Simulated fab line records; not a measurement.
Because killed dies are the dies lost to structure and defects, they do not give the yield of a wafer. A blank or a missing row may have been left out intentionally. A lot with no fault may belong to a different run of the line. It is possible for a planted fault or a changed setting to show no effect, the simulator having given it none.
fab line records :: flow rit_cmos
[record]
  lots = 14
  wafers = 42
  last_day = 8
route steps=202 shown CONTACT@168
lots with no fault: from the same line, run without faults
start_h: hours from the record's first day to the start of the lot's first wafer shown :: wait_h: how many hours have passed since the lot's step before this one :: " identical to the entry in the row above :: L1.1+2: a single row standing in for several wafers :: - value missing, or start not given :: * or withheld: withheld :: < > ~ a bound
route shown NAME@n: a module of which the file shows steps, and the number in the route of the first :: usual: average and standard deviation across the fault-free wafers :: same: alike in all rows :: chamber/n: place in a boat :: sites: readings site by site :: _std_site: their standard deviation :: _edge_site: inner sites' mean taken away from outer sites' mean :: radius_mm: for every site, how far away it sits from the centre of the wafer :: mask NAME#n: copy n :: behind: the tool/chamber that last shaped the wafer :: hold: what put the lot on hold/how long, in hours/how the hold closed :: device: which transistor (n, p or np) failed to switch :: end of line: at the end of the route, the tests of the same wafers :: step lacking rows: just its recipe :: killed: the dies lost at the first sort to structure and to defects; this is not the yield of the wafer :: map: shows each die of a wafer: x if killed, . if not, _ if none is there
set.NAME: the setting the step ran with; set.NAME@STEP: the setting that earlier step ran with :: model.NAME: the simulator's own value behind a step, which no gauge read
steps of the route over a sample of lots; a table a step, a row a wafer
services: when a tool's chamber went out of use (start_h, in hours from the record's first day, below 0 if earlier), for how many hours, and the reason
[[steps]]
[step RIT_CONTACT_CVD_00]
[recipe]
  material = SiO2
  target_thk_nm = 400
  precursor = TEOS
  temp_c = 390
  time_s = 61
  rf_w = 400
[usual]
  heater_power_w = 331/80
  rf_fwd_power_W = 396.8/1.3
lot.wafer: L369.1
tool: pecvd-03
chamber: 0
start_h: 58.91
wait_h: 0.1
heater_power_w: 229
rf_fwd_power_W: 397.7

lot.wafer: L369.3
tool: pecvd-03
chamber: 2
start_h: 58.91
wait_h: 0.1
heater_power_w: 457
rf_fwd_power_W: 395.8

lot.wafer: L369.6
tool: pecvd-03
chamber: 1
start_h: 58.91
wait_h: 0.1
heater_power_w: 435
rf_fwd_power_W: 396.8

lot.wafer: L370.2
tool: pecvd-04
chamber: 1
start_h: 65.07
wait_h: 0.0
heater_power_w: 328
rf_fwd_power_W: 394.6

lot.wafer: L370.3
tool: pecvd-04
chamber: 0
start_h: 65.07
wait_h: 0.0
heater_power_w: 338
rf_fwd_power_W: 396.5

lot.wafer: L370.6
tool: pecvd-04
chamber: 1
start_h: 65.07
wait_h: 0.0
heater_power_w: 337
rf_fwd_power_W: 397.1

lot.wafer: L371.1
tool: pecvd-01
chamber: 0
start_h: 71.02
wait_h: 0.1
heater_power_w: 314
rf_fwd_power_W: 398.4

lot.wafer: L371.2
tool: pecvd-01
chamber: 1
start_h: 71.02
wait_h: 0.1
heater_power_w: 281
rf_fwd_power_W: 398.7

lot.wafer: L371.4
tool: pecvd-01
chamber: 1
start_h: 71.02
wait_h: 0.1
heater_power_w: 290
rf_fwd_power_W: 396.8

lot.wafer: L373.2
tool: pecvd-04
chamber: 0
start_h: 86.48
wait_h: 0.1
heater_power_w: 313
rf_fwd_power_W: 396.8

lot.wafer: L373.4
tool: pecvd-04
chamber: 0
start_h: 86.48
wait_h: 0.1
heater_power_w: 333
rf_fwd_power_W: 397.8

lot.wafer: L373.5
tool: pecvd-04
chamber: 2
start_h: 86.48
wait_h: 0.1
heater_power_w: 185
rf_fwd_power_W: 394.0

lot.wafer: L374.3
tool: pecvd-01
chamber: 2
start_h: 91.55
wait_h: 0.0
heater_power_w: 343
rf_fwd_power_W: 397.9

lot.wafer: L374.4
tool: pecvd-01
chamber: 2
start_h: 91.55
wait_h: 0.0
heater_power_w: 349
rf_fwd_power_W: 397.1

lot.wafer: L374.6
tool: pecvd-01
chamber: 1
start_h: 91.55
wait_h: 0.0
heater_power_w: 285
rf_fwd_power_W: 398.7

lot.wafer: L375.2
tool: pecvd-03
chamber: 0
start_h: 94.43
wait_h: 0.0
heater_power_w: 277
rf_fwd_power_W: 395.8

lot.wafer: L375.5
tool: pecvd-03
chamber: 1
start_h: 94.43
wait_h: 0.0
heater_power_w: 418
rf_fwd_power_W: 397.3

lot.wafer: L375.6
tool: pecvd-03
chamber: 2
start_h: 94.43
wait_h: 0.0
heater_power_w: 378
rf_fwd_power_W: 396.1

lot.wafer: L376.1
tool: pecvd-04
chamber: 1
start_h: 98.36
wait_h: 0.1
heater_power_w: 315
rf_fwd_power_W: 397.9

lot.wafer: L376.2
tool: pecvd-04
chamber: 0
start_h: 98.36
wait_h: 0.1
heater_power_w: 396
rf_fwd_power_W: 397.9

lot.wafer: L376.3
tool: pecvd-04
chamber: 2
start_h: 98.36
wait_h: 0.1
heater_power_w: 224
rf_fwd_power_W: 398.9

lot.wafer: L377.2
tool: pecvd-01
chamber: 0
start_h: 99.96
wait_h: 0.0
heater_power_w: 392
rf_fwd_power_W: 398.4

lot.wafer: L377.3
tool: pecvd-01
chamber: 2
start_h: 99.96
wait_h: 0.0
heater_power_w: 365
rf_fwd_power_W: 397.7

lot.wafer: L377.6
tool: pecvd-01
chamber: 0
start_h: 99.96
wait_h: 0.0
heater_power_w: 397
rf_fwd_power_W: 396.8

lot.wafer: L380.2
tool: pecvd-01
chamber: 0
start_h: 115.86
wait_h: 0.0
heater_power_w: 378
rf_fwd_power_W: 398.2

lot.wafer: L380.5
tool: pecvd-01
chamber: 0
start_h: 115.86
wait_h: 0.0
heater_power_w: 394
rf_fwd_power_W: 397.3

lot.wafer: L380.6
tool: pecvd-01
chamber: 1
start_h: 115.86
wait_h: 0.0
heater_power_w: 247
rf_fwd_power_W: 398.3

lot.wafer: L384.1
tool: pecvd-03
chamber: 0
start_h: 132.19
wait_h: 0.1
heater_power_w: 178
rf_fwd_power_W: 558.0

lot.wafer: L384.3
tool: pecvd-03
chamber: 1
start_h: 132.19
wait_h: 0.1
heater_power_w: 396
rf_fwd_power_W: 555.5

lot.wafer: L384.5
tool: pecvd-03
chamber: 1
start_h: 132.19
wait_h: 0.1
heater_power_w: 412
rf_fwd_power_W: 557.5

lot.wafer: L387.2
tool: pecvd-03
chamber: 1
start_h: 150.23
wait_h: 0.0
heater_power_w: 423
rf_fwd_power_W: 557.1

lot.wafer: L387.3
tool: pecvd-03
chamber: 2
start_h: 150.23
wait_h: 0.0
heater_power_w: 369
rf_fwd_power_W: 556.4

lot.wafer: L387.4
tool: pecvd-03
chamber: 0
start_h: 150.23
wait_h: 0.0
heater_power_w: 203
rf_fwd_power_W: 554.6

lot.wafer: L389.4
tool: pecvd-01
chamber: 1
start_h: 153.64
wait_h: 0.0
heater_power_w: 252
rf_fwd_power_W: 397.0

lot.wafer: L389.5
tool: pecvd-01
chamber: 2
start_h: 153.64
wait_h: 0.0
heater_power_w: 387
rf_fwd_power_W: 398.1

lot.wafer: L389.6
tool: pecvd-01
chamber: 0
start_h: 153.64
wait_h: 0.0
heater_power_w: 411
rf_fwd_power_W: 398.5

lot.wafer: L391.1
tool: pecvd-04
chamber: 0
start_h: 167.28
wait_h: 0.1
heater_power_w: 366
rf_fwd_power_W: 397.0

lot.wafer: L391.3
tool: pecvd-04
chamber: 2
start_h: 167.28
wait_h: 0.1
heater_power_w: 173
rf_fwd_power_W: 396.0

lot.wafer: L391.4
tool: pecvd-04
chamber: 2
start_h: 167.28
wait_h: 0.1
heater_power_w: 184
rf_fwd_power_W: 395.0

lot.wafer: L392.2
tool: pecvd-01
chamber: 1
start_h: 173.08
wait_h: 0.0
heater_power_w: 276
rf_fwd_power_W: 397.9

lot.wafer: L392.3
tool: pecvd-01
chamber: 0
start_h: 173.08
wait_h: 0.0
heater_power_w: 403
rf_fwd_power_W: 396.6

lot.wafer: L392.6
tool: pecvd-01
chamber: 1
start_h: 173.08
wait_h: 0.0
heater_power_w: 281
rf_fwd_power_W: 398.3
[step RIT_CONTACT_THK_MEAS_01]
[recipe]
  reads = SiO2_of_CONTACT_CVD_00
[usual]
  CONTACT_TEOS_THK = 401/4.9
lot.wafer: L369.1
tool: film_metro-03
chamber: -
start_h: 58.96
wait_h: 0.0
CONTACT_TEOS_THK[nm]: 388

lot.wafer: L369.3
tool: film_metro-03
chamber: -
start_h: 58.96
wait_h: 0.0
CONTACT_TEOS_THK[nm]: 398

lot.wafer: L369.6
tool: film_metro-03
chamber: -
start_h: 58.96
wait_h: 0.0
CONTACT_TEOS_THK[nm]: 399

lot.wafer: L370.2
tool: film_metro-04
chamber: -
start_h: 65.13
wait_h: 0.0
CONTACT_TEOS_THK[nm]: 395

lot.wafer: L370.3
tool: film_metro-04
chamber: -
start_h: 65.13
wait_h: 0.0
CONTACT_TEOS_THK[nm]: 396

lot.wafer: L370.6
tool: film_metro-04
chamber: -
start_h: 65.13
wait_h: 0.0
CONTACT_TEOS_THK[nm]: 402

lot.wafer: L371.1
tool: film_metro-01
chamber: -
start_h: 71.08
wait_h: 0.0
CONTACT_TEOS_THK[nm]: 394

lot.wafer: L371.2
tool: film_metro-01
chamber: -
start_h: 71.08
wait_h: 0.0
CONTACT_TEOS_THK[nm]: 399

lot.wafer: L371.4
tool: film_metro-01
chamber: -
start_h: 71.08
wait_h: 0.0
CONTACT_TEOS_THK[nm]: 405

lot.wafer: L373.2
tool: film_metro-04
chamber: -
start_h: 86.54
wait_h: 0.0
CONTACT_TEOS_THK[nm]: 398

lot.wafer: L373.4
tool: film_metro-04
chamber: -
start_h: 86.54
wait_h: 0.0
CONTACT_TEOS_THK[nm]: 402

lot.wafer: L373.5
tool: film_metro-04
chamber: -
start_h: 86.54
wait_h: 0.0
CONTACT_TEOS_THK[nm]: 406

lot.wafer: L374.3
tool: film_metro-04
chamber: -
start_h: 91.62
wait_h: 0.0
CONTACT_TEOS_THK[nm]: 399

lot.wafer: L374.4
tool: film_metro-04
chamber: -
start_h: 91.62
wait_h: 0.0
CONTACT_TEOS_THK[nm]: 401

lot.wafer: L374.6
tool: film_metro-04
chamber: -
start_h: 91.62
wait_h: 0.0
CONTACT_TEOS_THK[nm]: 399

lot.wafer: L375.2
tool: film_metro-03
chamber: -
start_h: 94.49
wait_h: 0.0
CONTACT_TEOS_THK[nm]: 395

lot.wafer: L375.5
tool: film_metro-03
chamber: -
start_h: 94.49
wait_h: 0.0
CONTACT_TEOS_THK[nm]: 399

lot.wafer: L375.6
tool: film_metro-03
chamber: -
start_h: 94.49
wait_h: 0.0
CONTACT_TEOS_THK[nm]: 399

lot.wafer: L376.1
tool: film_metro-01
chamber: -
start_h: 98.41
wait_h: 0.0
CONTACT_TEOS_THK[nm]: 391

lot.wafer: L376.2
tool: film_metro-01
chamber: -
start_h: 98.41
wait_h: 0.0
CONTACT_TEOS_THK[nm]: 398

lot.wafer: L376.3
tool: film_metro-01
chamber: -
start_h: 98.41
wait_h: 0.0
CONTACT_TEOS_THK[nm]: 396

lot.wafer: L377.2
tool: film_metro-01
chamber: -
start_h: 100.02
wait_h: 0.0
CONTACT_TEOS_THK[nm]: 396

lot.wafer: L377.3
tool: film_metro-01
chamber: -
start_h: 100.02
wait_h: 0.0
CONTACT_TEOS_THK[nm]: 400

lot.wafer: L377.6
tool: film_metro-01
chamber: -
start_h: 100.02
wait_h: 0.0
CONTACT_TEOS_THK[nm]: 406

lot.wafer: L380.2
tool: film_metro-03
chamber: -
start_h: 115.92
wait_h: 0.0
CONTACT_TEOS_THK[nm]: 399

lot.wafer: L380.5
tool: film_metro-03
chamber: -
start_h: 115.92
wait_h: 0.0
CONTACT_TEOS_THK[nm]: 405

lot.wafer: L380.6
tool: film_metro-03
chamber: -
start_h: 115.92
wait_h: 0.0
CONTACT_TEOS_THK[nm]: 409

lot.wafer: L384.1
tool: film_metro-04
chamber: -
start_h: 132.27
wait_h: 0.1
CONTACT_TEOS_THK[nm]: 439

lot.wafer: L384.3
tool: film_metro-04
chamber: -
start_h: 132.27
wait_h: 0.1
CONTACT_TEOS_THK[nm]: 445

lot.wafer: L384.5
tool: film_metro-04
chamber: -
start_h: 132.27
wait_h: 0.1
CONTACT_TEOS_THK[nm]: 445

lot.wafer: L387.2
tool: film_metro-01
chamber: -
start_h: 150.29
wait_h: 0.0
CONTACT_TEOS_THK[nm]: 439

lot.wafer: L387.3
tool: film_metro-01
chamber: -
start_h: 150.29
wait_h: 0.0
CONTACT_TEOS_THK[nm]: 443

lot.wafer: L387.4
tool: film_metro-01
chamber: -
start_h: 150.29
wait_h: 0.0
CONTACT_TEOS_THK[nm]: 445

lot.wafer: L389.4
tool: film_metro-03
chamber: -
start_h: 153.70
wait_h: 0.0
CONTACT_TEOS_THK[nm]: 409

lot.wafer: L389.5
tool: film_metro-03
chamber: -
start_h: 153.70
wait_h: 0.0
CONTACT_TEOS_THK[nm]: 407

lot.wafer: L389.6
tool: film_metro-03
chamber: -
start_h: 153.70
wait_h: 0.0
CONTACT_TEOS_THK[nm]: 407

lot.wafer: L391.1
tool: film_metro-01
chamber: -
start_h: 167.33
wait_h: 0.0
CONTACT_TEOS_THK[nm]: 399

lot.wafer: L391.3
tool: film_metro-01
chamber: -
start_h: 167.33
wait_h: 0.0
CONTACT_TEOS_THK[nm]: 397

lot.wafer: L391.4
tool: film_metro-01
chamber: -
start_h: 167.33
wait_h: 0.0
CONTACT_TEOS_THK[nm]: 401

lot.wafer: L392.2
tool: film_metro-04
chamber: -
start_h: 173.14
wait_h: 0.0
CONTACT_TEOS_THK[nm]: 406

lot.wafer: L392.3
tool: film_metro-04
chamber: -
start_h: 173.14
wait_h: 0.0
CONTACT_TEOS_THK[nm]: 404

lot.wafer: L392.6
tool: film_metro-04
chamber: -
start_h: 173.14
wait_h: 0.0
CONTACT_TEOS_THK[nm]: 411
[[services]]
tool: pecvd-03
chamber: -
start_h: 53.14
hours: 2.8
kind: pm

tool: pecvd-04
chamber: 1
start_h: 102.22
hours: 4.3
kind: repair

tool: pecvd-01
chamber: -
start_h: 112.12
hours: 0.4
kind: repair

tool: pecvd-03
chamber: 2
start_h: 126.80
hours: 15.0
kind: repair
[[key]]
[first_sign]
  step = RIT_CONTACT_CVD_00
  reading = rf_fwd_power_W
  direction = up
  sigmas = 99+
  usual = 396.8
  struck = 556.5
[effect]
  step = RIT_CONTACT_THK_MEAS_01
  reading = CONTACT_TEOS_THK
  direction = up
  sigmas = 8.5
  usual = 401
  struck = 443
met_at RIT_CONTACT_CVD_00
struck_lots L384,L387
tester_left_out L384,L387
onset_between 94.43 132.19
[fault]
  kind = process_parameter_drift
  tool = pecvd-03
  chamber = -
  onset_h = 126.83
  steps = RIT_CONTACT_CVD_00
  channel = rf_w
  offset = 160
  shape = step
  end_h = 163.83
  stated = 400
// tester_left_out: of these lots the tester's yield and bins aren't shown, on N5 and GAA mostly nor the transistor test; their killed dies are dies lost to structure and defects alone, not to doping, threshold or leakage, so they don't give the yield
